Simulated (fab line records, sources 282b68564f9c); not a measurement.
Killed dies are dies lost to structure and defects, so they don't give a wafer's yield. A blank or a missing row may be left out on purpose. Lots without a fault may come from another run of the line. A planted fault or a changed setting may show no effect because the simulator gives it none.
fab line records | flow rit_cmos
record lots=6 wafers=18 last_day=7
route steps=202 shown GATE@83 M1@202
lots that met no fault: from a run of the same line without faults
start_h: hours from the record's first day to the start of the lot's first wafer shown | wait_h: hours since the lot's step before | " the same as in the row above | L1.1+2: a row that stands for several wafers | - no value, or no start given | * or withheld: withheld | < > ~ a bound
route shown NAME@n: a module of which the file shows steps, and the number in the route of the first | usual: mean/standard deviation of fault-free wafers | same: alike in all rows | chamber/n: place in a boat | sites: the reading at each site | _std_site: their standard deviation | _edge_site: outer sites' mean less inner sites' | radius_mm: how far each site lies from the wafer's centre | mask NAME#n: copy n | behind: the tool/chamber that last shaped the wafer | hold: why the lot was held/for how many hours/how that ended | device: the transistor (n, p or np) that didn't switch | end of line: the same wafers' tests at the end of the route | a step without rows: its recipe alone | killed: dies lost to structure and defects at the first sort, not the wafer's yield | map: a wafer's dies, x killed, . not, _ none there
set.NAME: the setting as run; set.NAME@STEP: as run at that earlier step | model.NAME: the simulator's own value behind a step, which no gauge read
lots at some steps of the route; a table a step, a row a wafer
services: from which hour (start_h, from the record's first day; less than 0 if before it) a tool's chamber was out of use, for how many hours, and why
## steps
# step RIT_GATE_THK_MEAS_07
# recipe reads=SiO2_of_GATE_OXIDATION_05
# usual GATE_OXIDE_THK=3.04/0.062
# columns lot.wafer tool chamber start_h wait_h GATE_OXIDE_THK[nm]
L433.1 film_metro-03 - 53.37 0.0 2.97
L433.3 " - " " 2.86
L433.6 " - " " 2.95
L435.3 film_metro-01 - 63.61 0.0 2.98
L435.5 " - " " 3.06
L435.6 " - " " 2.98
L441.3 film_metro-04 - 93.68 0.0 3.12
L441.5 " - " " 2.98
L441.6 " - " " 3.12
L443.1 film_metro-03 - 101.71 0.0 3.04
L443.4 " - " " 3.08
L443.5 " - " " 3.04
L444.2 film_metro-01 - 108.15 0.0 3.13
L444.5 " - " " 2.99
L444.6 " - " " 2.99
L452.2 film_metro-01 - 145.20 0.0 3.03
L452.4 " - " " 3.10
L452.5 " - " " 3.14
# step RIT_GATE_CVD_08
# recipe material=poly-Si target_thk_nm=250 temp_c=610 precursor=SiH4 time_s=2220 pressure_mtorr=300 sih4_flow_sccm=100
# step RIT_GATE_THK_MEAS_09
# recipe reads=poly-Si_of_GATE_CVD_08
# usual GATE_POLY_THK=250/3.1
# columns lot.wafer tool chamber start_h wait_h GATE_POLY_THK[nm]
L433.1 film_metro-04 - 55.05 0.0 250
L433.3 " - " " 250
L433.6 " - " " 252
L435.3 film_metro-04 - 65.29 0.0 252
L435.5 " - " " 252
L435.6 " - " " 252
L441.3 film_metro-01 - 95.60 0.0 250
L441.5 " - " " 248
L441.6 " - " " 247
L443.1 film_metro-03 - 103.39 0.0 248
L443.4 " - " " 249
L443.5 " - " " 248
L444.2 film_metro-03 - 110.64 0.0 248
L444.5 " - " " 250
L444.6 " - " " 248
L452.2 film_metro-04 - 146.88 0.0 256
L452.4 " - " " 256
L452.5 " - " " 256
# step RIT_GATE_HMDS_10
# recipe prime_time_s=60 prime_temp_c=140
# step RIT_GATE_COAT_11
# recipe resist=NOVOLAK spin_rpm=4250 resist_thk_nm=850
# step RIT_GATE_SOFTBAKE_12
# recipe resist=NOVOLAK temp_c=90 time_s=60
# step RIT_GATE_EXPOSE_13
# recipe mask_id=M6 na=0.6 source_shape=conventional sigma_outer=0.6 target_cd_nm=150 dose_mj=380
# step RIT_GATE_PEB_14
# recipe resist=NOVOLAK temp_c=withheld time_s=withheld
# step RIT_GATE_DEVELOP_15
# recipe resist=NOVOLAK develop_time_s=50 dev_temp_c=23
# step RIT_GATE_CD_MEAS_16
# recipe target_cd_nm=150
# usual cd_nm=151.5/2
# columns lot.wafer tool chamber start_h wait_h cd_nm
L433.1 cd_sem-02 - 56.08 - 151.2
L433.3 " - " " 153.0
L433.6 " - " " 153.2
L435.3 cd_sem-01 - 66.34 - 154.7
L435.5 " - " " 152.2
L435.6 " - " " 152.1
L441.3 cd_sem-02 - 96.53 - 153.1
L441.5 " - " " 152.5
L441.6 " - " " 152.2
L443.1 cd_sem-02 - 104.30 - 149.4
L443.4 " - " " 148.9
L443.5 " - " " 149.7
L444.2 cd_sem-02 - 111.56 - 148.5
L444.5 " - " " 148.3
L444.6 " - " " 148.3
L452.2 cd_sem-01 - 147.80 - 152.0
L452.4 " - " " 153.0
L452.5 " - " " 152.1
# step RIT_GATE_OVL_MEAS_17
# usual GATE_OVL=0.4/1.4
# columns lot.wafer tool chamber start_h wait_h GATE_OVL[nm]
L433.1 overlay-01 - 56.20 0.1 2.2
L433.3 " - " " 1.8
L433.6 " - " " 1.1
L435.3 overlay-01 - 66.43 0.1 0.5
L435.5 " - " " 0.2
L435.6 " - " " 0.8
L441.3 overlay-02 - 96.62 0.1 0.8
L441.5 " - " " 0.8
L441.6 " - " " -1.4
L443.1 overlay-02 - 104.42 0.1 0.2
L443.4 " - " " -0.9
L443.5 " - " " -0.6
L444.2 overlay-02 - 111.66 0.1 -0.3
L444.5 " - " " 0.2
L444.6 " - " " 0.5
L452.2 overlay-02 - 147.91 0.1 -0.2
L452.4 " - " " 0.0
L452.5 " - " " 0.6
# step RIT_GATE_HARDBAKE_18
# recipe resist=NOVOLAK temp_c=140 time_s=60
# step RIT_GATE_ETCH_19
# recipe chemistry=SF6/CHF3/O2 time_s=165 SF6_flow_sccm=30 CHF3_flow_sccm=30 O2_flow_sccm=5 target=poly-Si pressure_mtorr=40 rf_w=160 target_depth_a=3125 over_etch_frac=0.25 stop_on=SiO2
# usual drypump_motor_current_A=5.7/0.66 oes_product_au=0.850/0.017 run_length_s=193.5/0.36 throttle_valve_pct=10.28/0.1
# columns lot.wafer tool chamber start_h wait_h drypump_motor_current_A oes_product_au rf_hours_counter_h run_length_s throttle_valve_pct model.NOVOLAK_of_GATE_COAT_11.thk_nm
L433.1 rie_si-01 2 56.39 0.1 5.0 0.838 75 192.8 10.25 668.1
L433.3 " 3 " " 6.0 0.858 144 193.3 10.18 676
L433.6 " 1 " " 6.6 0.850 - 193.7 10.32 671.9
L435.3 rie_si-01 1 66.61 0.1 6.7 0.847 40 193.9 10.33 667.2
L435.5 " 3 " " 6.0 0.867 - 193.4 10.15 672.5
L435.6 " 0 " " 4.8 0.870 - 193.5 10.31 670.2
L441.3 rie_si-01 3 96.79 0.1 6.0 0.716 144 239.8 10.17 649.9
L441.5 " 2 " " 5.0 0.707 - 239.4 10.24 640.9
L441.6 " 1 " " 6.6 0.708 - 240.3 10.35 645.7
L443.1 rie_si-01 2 104.61 0.1 5.0 0.707 76 239.2 10.23 641.4
L443.4 " 0 " " 4.9 0.735 59 239.7 10.32 652.3
L443.5 " 0 " " 4.8 0.726 - 239.6 10.32 650.5
L444.2 rie_si-02 2 111.84 0.1 4.8 0.854 65 193.5 10.28 672.4
L444.5 " 3 " " 6.0 0.826 - 193.2 10.17 666.3
L444.6 " 0 " " 6.2 0.828 - 193.2 10.21 670.1
L452.2 rie_si-02 2 148.09 0.1 4.8 0.878 65 193.2 10.28 678.4
L452.4 " 0 " " 6.2 0.844 117 193.7 10.22 680.2
L452.5 " 0 " " 6.2 0.856 - 193.6 10.20 676.5
# step RIT_GATE_STRIP_20
# recipe chemistry=O2 time_s=180 resist=NOVOLAK platen_temp_c=withheld power_w=500 pressure_mtorr=4000 o2_flow_sccm=4000
# usual drypump_motor_current_A=5.2/0.59
# columns lot.wafer tool chamber start_h wait_h drypump_motor_current_A rf_hours_counter_h
L433.1 plasma_asher-02 0 56.50 0.1 6.5 22
L433.3 " 1 " " 5.0 -
L433.6 " 0 " " 6.5 -
L435.3 plasma_asher-04 0 66.77 0.1 4.8 -
L435.5 " 1 " " 5.2 -
L435.6 " 0 " " 4.8 -
L441.3 plasma_asher-02 0 96.96 0.1 6.5 -
L441.5 " 1 " " 4.9 -
L441.6 " 0 " " 6.5 -
L443.1 plasma_asher-04 0 104.71 0.1 4.8 53
L443.4 " 1 " " 5.1 -
L443.5 " 1 " " 5.1 -
L444.2 plasma_asher-02 1 111.95 0.1 5.0 28
L444.5 " 0 " " 6.5 -
L444.6 " 1 " " 5.0 -
L452.2 plasma_asher-01 0 148.19 0.1 5.3 3
L452.4 " 1 " " 4.7 -
L452.5 " 1 " " 4.7 -
# step RIT_M1_PROBE_99
# usual killed_at_front_end=6.6/3 killed_dies=6.6/3 killed_open=3.4/2 killed_short=3.2/2
# same gross_dies=264 killed_at_M0_to_M3=0 killed_at_M4_up=0 killed_at_back_side=0 killed_at_contacts=0 killed_at_other=0
# columns lot.wafer tool chamber start_h wait_h killed_at_front_end killed_dies killed_open killed_short model.etest.pmos_turned.r_on_ohm_um model.etest.pmos_0p3.r_on_ohm_um model.etest.pmos_0p15.r_on_ohm_um model.etest.pmos_0p15.drive_ua_um model.etest.pmos_turned.drive_ua_um model.etest.pwell_pinched.rs_ohm_sq model.etest.nwell_pinched.rs_ohm_sq model.etest.pmos_narrow.drive_ua_um
L433.1 prober-02 - 78.70 0.1 7 7 3 4 3502 6242 2776 254.5 184.8 446.8 329.3 104.8
L433.3 prober-02 - 78.80 0.2 5 5 5 0 3498 6203 2834 252.5 186.6 454.1 337.5 104.9
L433.6 prober-02 - 78.95 0.2 4 4 3 1 3579 6317 2841 249.1 181.3 452.1 336.4 102.9
L435.3 prober-02 - 88.14 0.2 5 5 2 3 3629 6425 2930 242.5 178.6 466.1 337.2 102
L435.5 prober-02 - 88.24 0.2 5 5 2 3 3582 6402 2849 246.9 178.2 453.2 331.9 99.41
L435.6 prober-02 - 88.29 0.2 4 4 4 0 3471 6265 2788 254.6 189.6 461.8 335.6 103
L441.3 prober-02 - 117.81 0.2 5 5 3 2 3654 6517 2938 240.8 171.6 474.5 343.1 98.3
L441.5 prober-02 - 117.91 0.2 8 8 5 3 3352 6247 2712 269.9 199 503.3 362.9 105.9
L441.6 prober-02 - 117.96 0.2 14 14 7 7 3382 6280 2699 260.3 191.4 485.1 344.8 102
L443.1 prober-01 - 126.26 0.1 8 8 4 4 3155 6209 2576 286.4 215.5 497.6 360 102.7
L443.4 prober-01 - 126.41 0.2 6 6 4 2 3342 6369 2722 269.3 200.9 487.7 353 99.56
L443.5 prober-01 - 126.46 0.2 5 5 4 1 3219 6176 2616 276.9 207.9 475.9 341.4 101.4
L444.2 prober-02 - 133.33 0.1 3 3 2 1 3472 6453 2805 250.7 188.7 459 337.1 98.12
L444.5 prober-02 - 133.48 0.2 6 6 3 3 3463 6301 2768 257.1 190.3 460.8 343.1 104.3
L444.6 prober-02 - 133.53 0.2 3 3 2 1 3407 6374 2781 257.8 193 464 339.2 100.4
L452.2 prober-02 - 170.12 0.1 9 9 3 6 3560 6497 2850 243.9 181.2 451.6 338.9 97.67
L452.4 prober-02 - 170.22 0.2 6 6 4 2 3519 6495 2844 245.7 184.6 456 334.5 96.52
L452.5 prober-02 - 170.27 0.2 8 8 3 5 3600 6569 2922 242.5 181.9 460.3 350.1 96.81
# killed by level:class
L433.1 FOX2:geometric_particle:short=2 GATE:geometric_particle:open=2 REOX:geometric_particle:short=2 FOX2:geometric_particle:open=1
L433.3 GATE:geometric_particle:open=2 FOX2:geometric_particle:open=1 SPACER:geometric_particle:open=1 SILICIDE:geometric_particle:open=1
L433.6 FOX1:geometric_particle:open=1 GATE:geometric_particle:short=1 SPACER:geometric_particle:open=1 SILICIDE:geometric_particle:open=1
L435.3 GATE:geometric_particle:open=1 GATE:geometric_particle:short=1 REOX:geometric_particle:short=1 SPACER:geometric_particle:short=1 SPACER:geometric_particle:open=1
L435.5 GATE:geometric_particle:short=3 FOX1:geometric_particle:open=1 FOX2:geometric_particle:open=1
L435.6 FOX1:geometric_particle:open=1 GATE:geometric_particle:open=1 REOX:geometric_particle:open=1 SILICIDE:geometric_particle:open=1
L441.3 GATE:geometric_particle:open=2 FOX1:geometric_particle:short=1 GATE:geometric_particle:short=1 SPACER:geometric_particle:open=1
L441.5 GATE:geometric_particle:open=2 SILICIDE:geometric_particle:open=2 ACTIVE:geometric_particle:short=1 REOX:geometric_particle:open=1 REOX:geometric_particle:short=1 SILICIDE:geometric_particle:short=1
L441.6 GATE:geometric_particle:short=4 SILICIDE:geometric_particle:open=3 REOX:geometric_particle:short=2 FOX1:geometric_particle:open=1 FOX2:geometric_particle:open=1 FOX2:geometric_particle:short=1 GATE:geometric_particle:open=1 SPACER:geometric_particle:open=1
L443.1 GATE:geometric_particle:short=3 FOX1:geometric_particle:open=1 GATE:geometric_particle:open=1 REOX:geometric_particle:short=1 REOX:geometric_particle:open=1 SILICIDE:geometric_particle:open=1
L443.4 REOX:geometric_particle:open=2 FOX1:geometric_particle:short=1 GATE:geometric_particle:open=1 SILICIDE:geometric_particle:open=1 SILICIDE:geometric_particle:short=1
L443.5 SPACER:geometric_particle:open=2 FOX1:geometric_particle:open=1 SILICIDE:geometric_particle:short=1 SILICIDE:geometric_particle:open=1
L444.2 SPACER:geometric_particle:open=2 GATE:geometric_particle:short=1
L444.5 SPACER:geometric_particle:short=3 GATE:geometric_particle:open=1 REOX:geometric_particle:open=1 SPACER:geometric_particle:open=1
L444.6 FOX2:geometric_particle:open=1 GATE:geometric_particle:open=1 SPACER:geometric_particle:short=1
L452.2 GATE:geometric_particle:short=3 GATE:geometric_particle:open=2 FOX1:geometric_particle:open=1 FOX1:geometric_particle:short=1 FOX2:geometric_particle:short=1 SPACER:geometric_particle:short=1
L452.4 GATE:geometric_particle:open=2 SILICIDE:geometric_particle:open=2 SPACER:geometric_particle:short=1 SILICIDE:geometric_particle:short=1
L452.5 GATE:geometric_particle:short=3 SPACER:geometric_particle:open=2 FOX1:geometric_particle:short=1 GATE:geometric_particle:open=1 SILICIDE:geometric_particle:short=1
## services
# columns tool chamber start_h hours kind
plasma_asher-01 - 38.42 0.3 repair
plasma_asher-01 - 108.75 9.0 pm
plasma_asher-01 0 108.75 9.0 vent_cycle
plasma_asher-01 1 108.75 9.0 vent_cycle
plasma_asher-01 0 117.75 - clean
plasma_asher-01 1 117.75 - clean
rie_si-01 3 122.60 8.2 repair
rie_si-02 1 136.18 2.5 repair
rie_si-01 3 139.31 - clean
rie_si-01 3 139.31 18.0 scheduled_down
rie_si-01 3 139.31 18.0 vent_cycle
## key
first_sign step=RIT_GATE_ETCH_19 reading=run_length_s direction=up sigmas=99+ usual=* struck=*
effect step=RIT_GATE_ETCH_19 reading=oes_product_au direction=down sigmas=8 usual=0.850 struck=0.716
model_effect step=RIT_GATE_ETCH_19 value=NOVOLAK_of_GATE_COAT_11.thk_nm without=670.2 struck=646.8
model_effect step=RIT_M1_PROBE_99 value=etest.pmos_turned.r_on_ohm_um without=3639 struck=3351
met_at RIT_GATE_ETCH_19
struck_wafers L441.3,L441.5,L441.6,L443.1,L443.4,L443.5
tester_left_out L441,L443
onset_between 66.61 96.79
fault kind=process_parameter_drift tool=rie_si-01 chamber=- onset_h=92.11 steps=RIT_GATE_ETCH_19 channel=time_s offset=* shape=step end_h=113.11 stated=*
# tester_left_out: of these lots the tester's yield and bins aren't shown, on N5 and GAA mostly nor the transistor test; their killed dies are dies lost to structure and defects alone, not to doping, threshold or leakage, so they don't give the yield
